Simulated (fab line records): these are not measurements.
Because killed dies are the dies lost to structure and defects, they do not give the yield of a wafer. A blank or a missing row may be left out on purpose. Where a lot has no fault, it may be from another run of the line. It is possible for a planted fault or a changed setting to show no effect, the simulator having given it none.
Which tool is to blame? || flow rit-cmos || at 1 step of a route of 202, 14 lots with 42 wafers sampled

## WHAT THE GAUGES READ, wafer by wafer
RIT_PRETRO_OVL_MEAS_06. Usual: for PRETRO_OVL the level is 0.3 nm and the standard deviation is 1.3.
{"lot": "L700", "measured": "day 2 06:57", "on": "overlay-02", "PRETRO_OVL (nm)": "1.4 1.1 1.1", "flag": ""}
{"lot": "L701", "measured": "day 2 13:00", "on": "overlay-01", "PRETRO_OVL (nm)": "-1.4 0.5 -0.8", "flag": ""}
{"lot": "L702", "measured": "day 2 19:36", "on": "overlay-01", "PRETRO_OVL (nm)": "1.0 1.5 2.3", "flag": ""}
{"lot": "L703", "measured": "day 3 00:26", "on": "overlay-01", "PRETRO_OVL (nm)": "2.6 0.7 2.7", "flag": ""}
{"lot": "L704", "measured": "day 3 06:50", "on": "overlay-01", "PRETRO_OVL (nm)": "1.7 -1.4 0.3", "flag": ""}
{"lot": "L705", "measured": "day 3 10:36", "on": "overlay-01", "PRETRO_OVL (nm)": "0.8 1.0 1.5", "flag": ""}
{"lot": "L706", "measured": "day 3 13:45", "on": "overlay-01", "PRETRO_OVL (nm)": "1.4 0.3 -1.4", "flag": ""}
{"lot": "L707", "measured": "day 3 19:32", "on": "overlay-02", "PRETRO_OVL (nm)": "-0.1 -0.8 0.9", "flag": ""}
{"lot": "L709", "measured": "day 4 04:28", "on": "overlay-02", "PRETRO_OVL (nm)": "2.0 2.4 2.6", "flag": ""}
{"lot": "L712", "measured": "day 4 19:30", "on": "overlay-02", "PRETRO_OVL (nm)": "0.4 0.1 0.0", "flag": ""}
{"lot": "L713", "measured": "day 4 23:50", "on": "overlay-02", "PRETRO_OVL (nm)": "0.7 -0.9 0.2", "flag": ""}
{"lot": "L714", "measured": "day 5 05:45", "on": "overlay-01", "PRETRO_OVL (nm)": "-1.3 1.0 -1.2", "flag": ""}
{"lot": "L717", "measured": "day 5 19:33", "on": "overlay-02", "PRETRO_OVL (nm)": "-1.5 1.3 0.8", "flag": ""}
{"lot": "L719", "measured": "day 6 06:02", "on": "overlay-02", "PRETRO_OVL (nm)": "2.9 -1.0 -0.4", "flag": ""}

## WHAT TOOL EACH LOT RAN ON (gives the tool, then ch and the chambers of the sampled wafers, and finally the start)
There is no process step in the record ahead of these readings.

## WHAT THE TOOLS THEMSELVES READ (means of the sampled wafers that have a number; where no wafer has one, the mark that the record gives instead)
The record holds no such reading with a usual standard deviation.

## THE ANSWER, worked out from the rows above alone
Rule: a lot counts as off when the mean over its wafers that have a number is more than 3 standard deviations away from the usual mean. Also off: a lot with no number at a reading for which 4 or more lots have one. All remaining lots with rows at the step are treated as sound. First the gauges in route order, then the tools' own readings, where a lot's mean is used as printed above. The first step at which some lot is off is used, and at that step the reading that is off furthest; a lot without a number counts as furthest.
No lot is off at any reading shown: from this, nothing can be told.

## WHAT HAD BEEN PUT IN BY THE SIMULATOR
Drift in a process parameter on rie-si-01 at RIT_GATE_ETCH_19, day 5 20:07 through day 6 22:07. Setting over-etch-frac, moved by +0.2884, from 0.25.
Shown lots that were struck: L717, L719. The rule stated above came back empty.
